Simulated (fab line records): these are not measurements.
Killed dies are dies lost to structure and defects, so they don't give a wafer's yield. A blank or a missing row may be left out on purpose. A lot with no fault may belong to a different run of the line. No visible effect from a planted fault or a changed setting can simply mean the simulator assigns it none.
What tool caused it? | flow rit_cmos | Sampling: 12 lots, 36 wafers, 6 of 202 route steps

## WHAT THE GAUGES SHOWED, per wafer
RIT_REOX_THK_MEAS_04. Usual: REOX_OXIDE_THK 25.2 nm, standard deviation 0.45.
lot  | measured    | on            | REOX_OXIDE_THK (nm) | flag
L315 | day 3 12:36 | film_metro-01 | 25.5 25.9 25.5      |
L316 | day 3 17:07 | film_metro-01 | 25.6 25.6 26.0      |
L318 | day 4 00:46 | film_metro-01 | 26.4 26.1 26.0      |
L317 | day 4 02:37 | film_metro-03 | 25.1 25.0 25.1      |
L319 | day 4 06:29 | film_metro-01 | 24.2 24.0 24.2      |
L320 | day 4 09:02 | film_metro-03 | 25.4 25.5 25.2      |
L323 | day 5 05:20 | film_metro-03 | 25.0 25.0 24.5      |
L324 | day 5 07:53 | film_metro-04 | 25.0 25.4 25.3      |
L327 | day 5 20:10 | film_metro-03 | 24.9 25.4 24.7      |
L330 | day 6 12:36 | film_metro-01 | 25.5 24.9 25.2      |
L332 | day 6 21:56 | film_metro-03 | 25.4 24.8 25.3      |
L334 | day 7 11:41 | film_metro-04 | 24.9 24.7 24.7      |

RIT_PSD_OVL_MEAS_06. Usual: PSD_OVL 0.3 nm, standard deviation 1.7.
lot  | measured    | on         | PSD_OVL (nm)   | flag
L315 | day 3 21:15 | overlay-01 | 0.7 0.9 -0.3   |
L316 | day 4 01:14 | overlay-01 | 0.1 0.0 -1.8   |
L318 | day 4 09:17 | overlay-02 | 0.9 0.7 1.7    |
L317 | day 4 11:13 | overlay-02 | -1.8 -3.9 1.0  |
L319 | day 4 14:46 | overlay-01 | 2.9 0.7 2.8    |
L320 | day 4 18:06 | overlay-01 | -0.6 -2.6 0.2  |
L323 | day 5 13:19 | overlay-02 | 0.1 1.8 0.5    |
L324 | day 5 16:14 | overlay-02 | 3.0 2.8 3.3    |
L327 | day 6 04:05 | overlay-01 | 1.6 -1.5 1.5   |
L330 | day 6 20:32 | overlay-02 | -0.6 -1.1 1.4  |
L332 | day 7 06:06 | overlay-01 | 0.5 -0.6 1.9   |
L334 | day 7 20:01 | overlay-01 | -1.4 -1.5 -0.5 |

RIT_M1_RS_MEAS_01: a four-point-probe measurement. Usual: M1_AL_RS 0.0730 ohm/sq, standard deviation 0.00067.
lot  | measured    | on            | M1_AL_RS (ohm/sq)                         | flag
L315 | day 4 01:53 | film_metro-02 | 0.0732 0.0722 0.0716                      |
L316 | day 4 05:59 | film_metro-04 | 0.0724 0.0730 0.0732                      |
L318 | day 4 14:29 | film_metro-01 | 0.0727 0.0735 0.0727                      |
L317 | day 4 16:23 | film_metro-01 | 0.0746 0.0739 0.0751                      |
L319 | day 4 20:00 | film_metro-01 | 0.0733 0.0733 0.0727                      |
L320 | day 4 23:00 | film_metro-04 | 0.0729 0.0730 0.0725                      |
L323 | day 5 18:15 | film_metro-02 | 0.0734 0.0730 0.0729                      |
L324 | day 5 21:34 | film_metro-02 | 0.0791 0.0795 0.0803 0.0795 0.0799 0.0803 | OFF
L327 | day 6 08:50 | film_metro-04 | 0.0789 0.0788 0.0793 0.0789 0.0788 0.0793 | OFF
L330 | day 7 01:16 | film_metro-02 | 0.0738 0.0731 0.0726                      |
L332 | day 7 11:04 | film_metro-01 | 0.0725 0.0730 0.0735                      |
L334 | day 8 00:48 | film_metro-04 | 0.0717 0.0715 0.0715                      |

RIT_M1_THK_MEAS_02: measures by xrf. Usual: M1_AL_THK 405 nm, standard deviation 3.8.
lot  | measured    | on            | M1_AL_THK (nm)          | flag
L315 | day 4 01:59 | film_metro-02 | 402 410 412             |
L316 | day 4 06:05 | film_metro-04 | 405 402 404             |
L318 | day 4 14:36 | film_metro-01 | 411 406 410             |
L317 | day 4 16:30 | film_metro-01 | 399 401 397             |
L319 | day 4 20:06 | film_metro-01 | 406 409 412             |
L320 | day 4 23:07 | film_metro-04 | 404 403 406             |
L323 | day 5 18:22 | film_metro-02 | 403 403 403             |
L324 | day 5 23:05 | film_metro-02 | 372 371 370 373 371 367 | OFF
L327 | day 6 13:04 | film_metro-04 | 373 376 374 376 376 373 | OFF
L330 | day 7 01:22 | film_metro-02 | 402 406 409             |
L332 | day 7 11:11 | film_metro-01 | 411 404 402             |
L334 | day 8 00:55 | film_metro-04 | 413 412 414             |

## WHICH TOOL RAN EACH LOT (tool, then ch and the chambers of the sampled wafers, then the start)
lot  | RIT_PLDD_STRIP_09                   | RIT_M1_SPUTTER_00
L315 | plasma_asher-03 ch 0,1, day 3 16:01 | pvd_sputter-03, day 4 01:33
L316 | plasma_asher-04 ch 0,1, day 3 20:01 | pvd_sputter-03, day 4 05:40
L318 | plasma_asher-03 ch 0,1, day 4 03:41 | pvd_sputter-04, day 4 14:11
L317 | plasma_asher-03 ch 0,1, day 4 05:40 | pvd_sputter-03, day 4 16:05
L319 | plasma_asher-03 ch 0,1, day 4 09:29 | pvd_sputter-04, day 4 19:40
L320 | plasma_asher-04 ch 0,1, day 4 12:01 | pvd_sputter-03, day 4 22:41
L323 | plasma_asher-03 ch 0,1, day 5 08:08 | pvd_sputter-03, day 5 17:57
L324 | plasma_asher-04 ch 0,1, day 5 10:48 | pvd_sputter-03, day 5 21:16
L327 | plasma_asher-03 ch 0,1, day 5 22:59 | pvd_sputter-03, day 6 08:30
L330 | plasma_asher-01 ch 0, day 6 15:31   | pvd_sputter-02, day 7 00:57
L332 | plasma_asher-01 ch 0,1, day 7 00:43 | pvd_sputter-02, day 7 10:46
L334 | plasma_asher-03 ch 0,1, day 7 14:41 | pvd_sputter-04, day 8 00:29
- RIT_PLDD_STRIP_09: strips in O2, time 180 s.
- RIT_M1_SPUTTER_00: material Al, target thk 400 nm, time 500 s.

## AS READ BY THE TOOLS THEMSELVES (means over the sampled wafers that have a number; for cases with no such wafer, the mark the record gives instead)
RIT_PLDD_STRIP_09. Usual: drypump_motor_current_A 5.9 A, standard deviation 0.57.
lot  | tool            | drypump_motor_current_A (A) | flag
L315 | plasma_asher-03 | 6.2                         |
L316 | plasma_asher-04 | 5.8                         |
L318 | plasma_asher-03 | 6.1                         |
L317 | plasma_asher-03 | 5.9                         |
L319 | plasma_asher-03 | 6.2                         |
L320 | plasma_asher-04 | 5.6                         |
L323 | plasma_asher-03 | 5.9                         |
L324 | plasma_asher-04 | 5.8                         |
L327 | plasma_asher-03 | 6.2                         |
L330 | plasma_asher-01 | 6.6                         |
L332 | plasma_asher-01 | 5.6                         |
L334 | plasma_asher-03 | 6.2                         |

RIT_M1_SPUTTER_00. Usual: throttle_valve_pct 30.0 %, standard deviation 0.75.
lot  | tool           | throttle_valve_pct (%) | flag
L315 | pvd_sputter-03 | 29.4                   |
L316 | pvd_sputter-03 | 29.5                   |
L318 | pvd_sputter-04 | 30.9                   |
L317 | pvd_sputter-03 | 29.5                   |
L319 | pvd_sputter-04 | 30.3                   |
L320 | pvd_sputter-03 | 29.4                   |
L323 | pvd_sputter-03 | 29.4                   |
L324 | pvd_sputter-03 | 29.7                   |
L327 | pvd_sputter-03 | 29.5                   |
L330 | pvd_sputter-02 | 31.6                   |
L332 | pvd_sputter-02 | 30.4                   |
L334 | pvd_sputter-04 | 30.8                   |

## THE ANSWER, worked out from the rows above alone
Rule: lot off if the mean of its wafers having a number is beyond 3 standard deviations from the usual mean. A lot without any number at a reading at which 4 lots or more have one is off too. Where the step has rows for the other lots, those lots are counted as sound. The gauges are gone through in route order, then the tools' own readings, and for those a lot's mean is taken as printed above. The first step at which some lot is off is used, and at that step the reading that is off furthest; a lot without a number counts as furthest.
Off: L324, L327, seen at RIT_M1_RS_MEAS_01 (M1_AL_RS).
A tool fits if, at a process step before that reading, it ran every lot that is off, and no sound lot after the first of them. Those tools and the gauges at RIT_M1_RS_MEAS_01 are tried in the same way. One fits: pvd_sputter-03 at RIT_M1_SPUTTER_00. A fault onset in the window from L323 (day 5 17:57, its last sound lot) to L324 (day 5 21:16, its first lot off) fits.

## WHAT WAS PUT IN BY THE SIMULATOR
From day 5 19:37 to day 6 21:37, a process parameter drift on pvd_sputter-03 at RIT_M1_SPUTTER_00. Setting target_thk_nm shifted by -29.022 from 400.
Shown lots that were struck: L324, L327. Same finding as the rule above.
